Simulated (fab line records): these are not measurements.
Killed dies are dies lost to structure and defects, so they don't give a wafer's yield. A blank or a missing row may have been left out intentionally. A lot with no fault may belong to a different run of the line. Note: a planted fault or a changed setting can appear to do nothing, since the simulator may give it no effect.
A single fault, viewed from 2 desks | flow berkeley_cmos170 | each desk has only its own numbers; what lay behind them comes last

== METROLOGY DESK ==
What the gauges read, lot by lot, whatever tool the lot ran on: means of the sampled wafers that have a number. The brackets show how far a lot's mean lies from the usual mean; more than 4 standard deviations puts the lot out of limits, marked OUT.
Columns: A = SILICIDE_TI_RS at UCB170_SILICIDE_RS_MEAS_02, usual 26.0 ohm/sq; B = SILICIDE_TI_THK at UCB170_SILICIDE_THK_MEAS_03, usual 29.9 nm
lot  | first seen here | A              | B
L665 | day 7 08:14     | 26.2           | 29.7
L663 | day 7 08:25     | 25.5           | 30.4
L666 | day 7 08:25     | 26.0           | 29.8
L669 | day 8 07:37     | 26.2           | 29.6
L668 | day 8 08:50     | 26.0           | 29.9
L674 | day 9 04:23     | 25.8           | 30.1
L673 | day 9 04:51     | 25.6           | 30.3
L676 | day 9 22:55     | 21.1 (-13) OUT | 35.8 (+17) OUT
L678 | day 9 23:23     | 25.5           | 30.4
L679 | day 10 10:59    | 21.3 (-13) OUT | 35.8 (+17) OUT
L682 | day 10 16:31    | 26.7           | 29.4
L683 | day 10 17:00    | 25.6           | 30.4
L685 | day 11 10:38    | 25.6           | 30.5
L684 | day 11 10:41    | 26.3           | 29.8
This desk finds L676, L679 out of limits, with the earliest case on L676 at day 9 22:55 (SILICIDE_TI_RS at UCB170_SILICIDE_RS_MEAS_02). Within limits: L665, L663, L666, L669, L668, L674, L673, L678, L682, L683, L685, L684.

== FOR THE TOOL OWNER'S DESK: pvd_sputter-03 ==
The tool's own readings at UCB170_SILICIDE_SPUTTER_01 (material Ti, target thk 30 nm, time 25 s): means of the sampled wafers that have a number, for each lot that ran on this tool. The brackets show how far a lot's mean lies from the usual mean; more than 4 standard deviations puts the lot out of limits, marked OUT.
Columns: A = throttle_valve_pct at UCB170_SILICIDE_SPUTTER_01, usual 29.9 %
lot  | first seen here | A
L663 | day 7 08:21     | 29.5
L669 | day 8 07:31     | 29.1
L668 | day 8 08:47     | 29.1
L674 | day 9 04:20     | 29.4
L676 | day 9 22:52     | 29.4
L679 | day 10 10:57    | 29.0
Finding of this desk: none of the 6 lots has anything out of limits.

== ALL TOGETHER ==
An alarm was possible from the metrology desk at day 9 22:55, on L676, L679.
The tool owner's desk saw nothing out of limits.
Tool owner's desk: L676, L679 on record, inside its limits.
Of the lots named, all ran UCB170_SILICIDE_SPUTTER_01 on pvd_sputter-03.

== WHAT THE SIMULATOR HAD INSERTED ==
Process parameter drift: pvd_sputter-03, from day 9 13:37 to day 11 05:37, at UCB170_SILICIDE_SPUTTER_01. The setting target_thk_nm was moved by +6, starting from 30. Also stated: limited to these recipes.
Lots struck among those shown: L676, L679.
Delay in hours, fault start to first out-of-limits reading, per desk: metrology desk 9.
